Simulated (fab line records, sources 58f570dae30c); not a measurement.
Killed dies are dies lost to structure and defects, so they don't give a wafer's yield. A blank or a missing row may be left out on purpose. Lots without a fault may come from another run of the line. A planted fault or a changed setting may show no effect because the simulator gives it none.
A struck lot beside a sound one | flow berkeley_cmos170 | 17 steps out of a route of 331
Sound: wafers L380.2, L380.3, L380.5. Struck: wafers L389.2, L389.3, L389.6. The cause comes at the end.
At each step with rows: each side's tool, then ch and its chambers, then its first start. Under that, the readings that differ: sound wafers | struck wafers | difference of the means | sigmas: that difference in standard deviations of wafers without a fault.
alike: readings whose means differ by less than 2 such deviations, and words and numbers that are the same on both sides. not compared: withheld readings, readings that some wafer has no value for, bounds like >300 that may hide the same value, and numbers for which the record gives no deviation and whose values overlap.
The two part at a step that has a row with sigmas, a row that says differs or no value, or rows on one side only. Numbers that don't overlap but have no deviation are shown without sigmas and don't part them. A reading that every wafer of one side lacks parts them only if that side has two wafers or more.

UCB170_NVT_OVL_MEAS_06:
  sound on overlay-02, day 6 09:38; struck on overlay-01, day 8 02:50
  alike: NVT_OVL
then, 1 step without rows for these wafers: UCB170_NVT_IMPLANT_07.
UCB170_NVT_STRIP_08: strips in O2.
  sound on plasma_asher-02 ch 0,1, day 6 09:49; struck on plasma_asher-02 ch 0,1, day 8 03:01
  alike: drypump_motor_current_A, oes_product_au, strip_time_to_endpoint_s
  not compared: rf_hours_counter_h
UCB170_NVT_TW_MEAS_09:
  sound on film_metro-03, day 6 09:56; struck on film_metro-03, day 8 03:07
  alike: NVT_TW
then, 7 steps without rows for these wafers: UCB170_NVT_CLEAN_10 (cleans in SPM, time 600 s); UCB170_PVT_HMDS_00 (prime time 60 s); UCB170_PVT_COAT_01 (resist thk 900 nm); UCB170_PVT_SOFTBAKE_02 (time 60 s); UCB170_PVT_EXPOSE_03 (exposes mask NWELL, target cd 3000 nm); UCB170_PVT_PEB_04; UCB170_PVT_DEVELOP_05 (develop time 45 s).
UCB170_PVT_OVL_MEAS_06:
  sound on overlay-02, day 6 11:11; struck on overlay-01, day 8 05:11
  alike: PVT_OVL
UCB170_PVT_IMPLANT_07:
  sound on implanter-03 ch 0, day 6 11:14; struck on implanter-03 ch 0, day 8 05:15
  reading                   | sound             | struck            | difference | sigmas
  implant_ion_amu           | 31 31 31          | 75 75 75          | +44        |
  model.implant.rp_nm (nm)  | 36.96 36.96 36.96 | 21.94 21.94 21.94 | -15.02     |
  model.implant.drp_nm (nm) | 16.56 16.56 16.56 | 9.611 9.611 9.611 | -6.949     |
  alike: dose_ions_cm2, tilt_deg
UCB170_PVT_STRIP_08: strips in O2.
  sound on plasma_asher-02 ch 0,1, day 6 11:22; struck on plasma_asher-02 ch 1, day 8 05:22
  alike: drypump_motor_current_A, oes_product_au, strip_time_to_endpoint_s
  not compared: rf_hours_counter_h
UCB170_PVT_TW_MEAS_09:
  sound on film_metro-01, day 6 11:29; struck on film_metro-04, day 8 05:29
  reading | sound             | struck            | difference | sigmas
  PVT_TW  | 509.4 509.3 515.6 | 665.2 665.0 667.6 | +154.5     | +64
then, 2 steps without rows for these wafers: UCB170_GATE_WET_ETCH_00 (etches SiO2 in dHF, time 200 s); UCB170_M3_PROBE_99.

WHERE THEY PART
Only at UCB170_PVT_TW_MEAS_09, within this record.

WHY: what the simulator had put in
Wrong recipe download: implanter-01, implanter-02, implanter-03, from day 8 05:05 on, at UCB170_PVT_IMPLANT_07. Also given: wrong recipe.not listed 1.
